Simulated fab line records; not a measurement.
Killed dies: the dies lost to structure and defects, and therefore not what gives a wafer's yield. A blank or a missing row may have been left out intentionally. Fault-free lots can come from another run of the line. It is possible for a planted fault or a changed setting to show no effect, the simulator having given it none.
Struck lot and sound lot, side by side ; flow berkeley-cmos170 ; 14 steps out of a route of 331
Sound: wafers L561.1, L561.3, L561.5. Wafers L558.1, L558.4, L558.5 were the ones struck. The cause is named last.
Each step with rows lists, per side, the tool, then ch with its chambers, then its first start. Under that, the readings that differ: sound wafers ; struck wafers ; difference of the means ; sigmas: that difference in standard deviations of wafers without a fault.
alike: words and numbers the same on both sides, and readings whose means are apart by under 2 such deviations; not compared: readings that were withheld, readings missing a value for some wafer, numbers with overlapping values and no deviation given by the record, and bounds like >300 which may hide the same value.
The two part at a step that has a row with sigmas, a row that says differs or no value, or rows on one side only. When numbers do not overlap yet have no deviation, they are printed without sigmas and do not part them. A reading that every wafer of one side lacks parts them only if that side has two wafers or more.

first, 5 steps without rows for these wafers: UCB170_WELLDRIVE_ANNEAL_03 (time 900 s); UCB170_WELLDRIVE_WET_ETCH_04 (etches SiO2 in BOE, time 120 s); UCB170_ACTIVE_CLEAN_00 (cleans in SPM, time 600 s); UCB170_ACTIVE_CLEAN_01 (cleans in dHF, time 60 s); UCB170_ACTIVE_OXIDATION_02 (target thk 26.4 nm, ox time 1260 s).
UCB170_ACTIVE_THK_MEAS_03:
  sound: film-metro-02 at day 6 00:50; struck: film-metro-03 at day 5 06:32
  alike: ACTIVE_OXIDE_THK
then, 2 steps without rows for these wafers: UCB170_ACTIVE_ANNEAL_04 (time 900 s); UCB170_ACTIVE_CVD_05 (deposits Si3N4 from SiH2Cl2/NH3, target thk 220 nm, time 3300 s).
UCB170_ACTIVE_THK_MEAS_06:
  sound: film-metro-02 at day 6 05:20; struck: film-metro-02 at day 5 12:27
  alike: ACTIVE_NITRIDE_THK
then, 2 steps without rows for these wafers: UCB170_ACTIVE_HMDS_07 (prime time 60 s); UCB170_ACTIVE_COAT_08 (resist thk 900 nm).
UCB170_ACTIVE_SOFTBAKE_09: time 60.94 s.
  sound on litho-track-04 ch 0, day 6 06:14; struck on litho-track-03 ch 0, day 5 13:06
  alike: plate-sensor-t-centre-C, plate-sensor-t-edge-C
UCB170_ACTIVE_EXPOSE_10: exposes mask ACTIVE, target cd 1200 nm.
  struck on krf-scanner-02, day 5 13:33; sound on krf-scanner-01 ch 0, day 6 06:23
  no value came back on the struck wafers for exposure-dose-mJ-cm2, focus-offset-nm (nm), sigma-outer; on the sound wafers exposure-dose-mJ-cm2 reads 19.960 19.944 19.978
  alike: mask
next, for these wafers, 1 step has no rows: UCB170_ACTIVE_PEB_11.

## WHERE THEY PART
Only at UCB170_ACTIVE_EXPOSE_10, as far as this record shows.

WHY: whatever the simulator had introduced
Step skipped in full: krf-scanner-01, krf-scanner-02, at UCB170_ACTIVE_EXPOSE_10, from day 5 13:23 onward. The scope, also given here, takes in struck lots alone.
